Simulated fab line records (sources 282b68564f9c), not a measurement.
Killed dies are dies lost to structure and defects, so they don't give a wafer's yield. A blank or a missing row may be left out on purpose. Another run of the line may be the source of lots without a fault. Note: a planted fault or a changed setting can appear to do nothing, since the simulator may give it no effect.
8D (eight disciplines) problem report, filled in by code -- flow rit cmos -- the parts of the form that need people (team, actions taken, sign-off) are left out

1. THE PROBLEM
Mean SPACER_NITRIDE_THK at RIT_SPACER_THK_MEAS_04: 422.0 nm over 6 wafers in 2 lots; fault-free wafers: 251.2 nm, standard deviation 2.4. That is +71 standard deviations from the usual mean.
First seen on wafer L771.1, day 6 08:20, on film metro-02. At this step, 42 wafers from 14 lots have a number in the record. The rule behind "out" and "out of limits": a value lying over 4 standard deviations away from the usual mean. The other wafers with a number count as sound.

2. WHAT IT IS; WHAT IT IS NOT
question,is,is not
which readings at this step,SPACER_NITRIDE_THK,-
which lots,"L771, L773","L755, L757, L758, L760, L761, L762, L763, L766, L767, L768, L770, L778"
which wafers of those lots,all that have a number,-
read on which gauges,"film metro-01, film metro-02",film metro-03
when,from day 6 08:20,up to then (33 sound wafers); but 3 sound wafers of L778 came after

3. WHAT RULES OUT EACH SUSPECT
Counting: a tool at any process step up to the reading remains a suspect when it ran all the lots that are out and ran no sound lot after the first of those.
- ruled out: the gauge at RIT_SPACER_THK_MEAS_04. Those wafers that are out were read across 2 gauges (film metro-01, film metro-02).
- lpcvd-01 at RIT_SPACER_CVD_03 (deposits Si3N4 from SiH2Cl2/NH3, target thk 250 nm, time 3300 s): kept. Every lot that is out went through it, starting with L771 (day 6 06:25), and after that it ran no sound lot; the last sound lot it ran before then is L768 (day 5 19:43). On those wafers its own readings are out: spike tc centre C, spike tc load C, spike tc source C, susceptor temp C, zone power load pct, zone power source pct.
After counting, what remains is lpcvd-01 at RIT_SPACER_CVD_03.

4. THE CAUSE (what the simulator had put in)
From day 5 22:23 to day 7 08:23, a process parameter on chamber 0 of lpcvd-01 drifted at RIT_SPACER_CVD_03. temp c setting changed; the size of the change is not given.
Only this tool survived the counting.

5. THE EFFECT CHAIN, in route order
Each row: a reading where the mean over the struck wafers with a number is more than 3 standard deviations away from the usual. Only readings for which the record gives a usual standard deviation are gone through. hours: the time from each lot's start at the first step in this table that gives one to its start at this step, as a median over the lots. sigmas: the change in usual standard deviations.
hours,step,reading,usual,on struck wafers,change,sigmas
0,RIT_SPACER_CVD_03,spike tc centre C,811.3 C,931.1,+119.8,+99 or more
0,RIT_SPACER_CVD_03,spike tc load C,836.8 C,959.5,+122.7,+56
0,RIT_SPACER_CVD_03,spike tc source C,833.0 C,952.0,+119.0,+54
0,RIT_SPACER_CVD_03,susceptor temp C,810.0 C,930.6,+120.6,+99 or more
0,RIT_SPACER_CVD_03,zone power load pct,22.7 %,30.4,+7.7,+17
0,RIT_SPACER_CVD_03,zone power source pct,20.6 %,30.2,+9.6,+7.4
2,RIT_SPACER_THK_MEAS_04,SPACER_NITRIDE_THK,251.2 nm,422.0,+170.8,+71
2,RIT_SPACER_ETCHBACK_05,oes product au,0.850 a.u.,1.022,+0.172,+17
13,RIT_M1_PROBE_99,killed at front end,7.0,264.0,+257.0,+89
13,RIT_M1_PROBE_99,killed dies,7.0,264.0,+257.0,+89
13,RIT_M1_PROBE_99,killed on rim,1.8,70.0,+68.2,+49
The process steps in it:
- RIT_SPACER_CVD_03: deposits Si3N4 from SiH2Cl2/NH3, target thk 250 nm, time 3300 s.
- RIT_SPACER_ETCHBACK_05: etches Si3N4 in SF6/CHF3, stops on SiO2, target depth 250 nm, time 240 s.
- RIT_M1_PROBE_99

6. HOW IT WOULD HAVE BEEN CAUGHT EARLIER
Counted from the fault's start at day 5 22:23, it took 10 hours until the first out-of-limits reading at a measuring or inspecting step in this record, taken at day 6 08:20.
Tool's own readings at RIT_SPACER_CVD_03, spike tc centre C, spike tc load C, spike tc source C, susceptor temp C, zone power load pct, zone power source pct: out on all struck wafers the step has rows for; an alarm limit on them would have tripped on the first.
Among the 2 lots that are out, L773 began RIT_SPACER_CVD_03 on lpcvd-01 after day 6 08:20. Putting the tool on hold at that point would have spared it.
